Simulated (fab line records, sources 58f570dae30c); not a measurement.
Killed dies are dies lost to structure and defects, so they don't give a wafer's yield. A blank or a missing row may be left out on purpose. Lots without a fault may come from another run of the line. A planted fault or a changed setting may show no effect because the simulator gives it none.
Tool commonality check | flow berkeley_cmos170 | 14 lots, 48 wafers sampled

WHY IT WAS OPENED
At UCB170_NVT_TW_MEAS_09 the reading NVT_TW is flagged on 2 of 14 lots. Wafers without a fault read 525.5, standard deviation 2.2.
Rule: a lot is flagged when every wafer of it that has a number lies more than 4 standard deviations from that mean, or none has a number. The other lots count as sound.

lot  | measured     | on            | NVT_TW, wafer by wafer              | flag
L400 | day 6 20:41  | film_metro-03 | 523.9 524.3 527.0                   |
L402 | day 7 04:01  | film_metro-03 | 527.1 525.7 527.3                   |
L403 | day 7 04:11  | film_metro-02 | 525.8 528.5 526.1                   |
L408 | day 8 06:26  | film_metro-03 | 606.7 606.8 606.2 605.6 607.5 609.2 | FLAGGED
L411 | day 8 20:31  | film_metro-04 | 528.1 527.2 529.5                   |
L410 | day 8 20:47  | film_metro-04 | 612.7 612.6 613.5 608.5 608.7 608.2 | FLAGGED
L412 | day 8 21:00  | film_metro-02 | 525.0 524.0 525.5                   |
L414 | day 9 17:49  | film_metro-03 | 524.5 526.2 526.3                   |
L413 | day 9 17:55  | film_metro-03 | 523.6 525.1 525.8                   |
L415 | day 9 18:07  | film_metro-03 | 523.8 525.3 525.5                   |
L416 | day 10 09:58 | film_metro-02 | 523.9 523.6 523.3                   |
L418 | day 10 10:06 | film_metro-04 | 526.1 524.1 526.8                   |
L420 | day 11 00:38 | film_metro-02 | 524.3 521.5 526.7                   |
L422 | day 11 12:16 | film_metro-03 | 524.5 525.3 527.8                   |
The numbers of the flagged lots are 608.9 on average: +83.4 against the usual, or +38 standard deviations.

WHICH TOOL RAN EACH LOT
The record holds 1 process step before the reading, out of a route of 331 steps. In each cell: the tool, then ch and the chambers that the sampled wafers went through, then the start.
lot  | flag    | UCB170_NVT_IMPLANT_07
L400 |         | implanter-03 ch 0, day 6 20:26
L402 |         | implanter-01 ch 0, day 7 03:46
L403 |         | implanter-01 ch 0, day 7 03:56
L408 | FLAGGED | implanter-03 ch 0, day 8 06:11
L411 |         | implanter-01 ch 0, day 8 20:16
L410 | FLAGGED | implanter-03 ch 0, day 8 20:32
L412 |         | implanter-04 ch 0, day 8 20:45
L414 |         | implanter-01 ch 0, day 9 17:29
L413 |         | implanter-01 ch 0, day 9 17:40
L415 |         | implanter-01 ch 0, day 9 17:49
L416 |         | implanter-04 ch 0, day 10 09:45
L418 |         | implanter-01 ch 0, day 10 09:53
L420 |         | implanter-04 ch 0, day 11 00:24
L422 |         | implanter-04 ch 0, day 11 12:01
What these steps do:
- UCB170_NVT_IMPLANT_07
- UCB170_NVT_TW_MEAS_09

FLAGGED OVER TOTAL, TOOL BY TOOL (the gauges that took the reading come last)
step                  | tool          | lots run | flagged | share of the flagged lots | sound lots run after its first flagged lot
UCB170_NVT_IMPLANT_07 | implanter-01  | 7        | 0       | none                      | -
UCB170_NVT_IMPLANT_07 | implanter-03  | 3        | 2       | all                       | 0
UCB170_NVT_IMPLANT_07 | implanter-04  | 4        | 0       | none                      | -
UCB170_NVT_TW_MEAS_09 | film_metro-02 | 4        | 0       | none                      | -
UCB170_NVT_TW_MEAS_09 | film_metro-03 | 7        | 1       | some                      | 4 (L414,L413,L415,L422)
UCB170_NVT_TW_MEAS_09 | film_metro-04 | 3        | 1       | some                      | 1 (L418)

WHAT THE TABLE ALLOWS
1 row of the table ran every flagged lot: implanter-03 at UCB170_NVT_IMPLANT_07.
- implanter-03 at UCB170_NVT_IMPLANT_07: 2 of its 3 lots flagged. Its last sound lot is L400 (day 6 20:26), its first flagged lot L408 (day 8 06:11): a fault that began between those two fits. Its own readings lie more than 4 standard deviations out on every wafer of the flagged lots: dose_ions_cm2, faraday_current_uA.
One tool is left: implanter-03 at UCB170_NVT_IMPLANT_07.

WHAT THE SIMULATOR HAD PUT IN
Process parameter drift: implanter-03, from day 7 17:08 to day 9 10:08, at UCB170_NVT_IMPLANT_07. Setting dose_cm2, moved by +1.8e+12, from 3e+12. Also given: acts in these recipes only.
Lots struck among those shown: L408, L410. The rule above found the same.
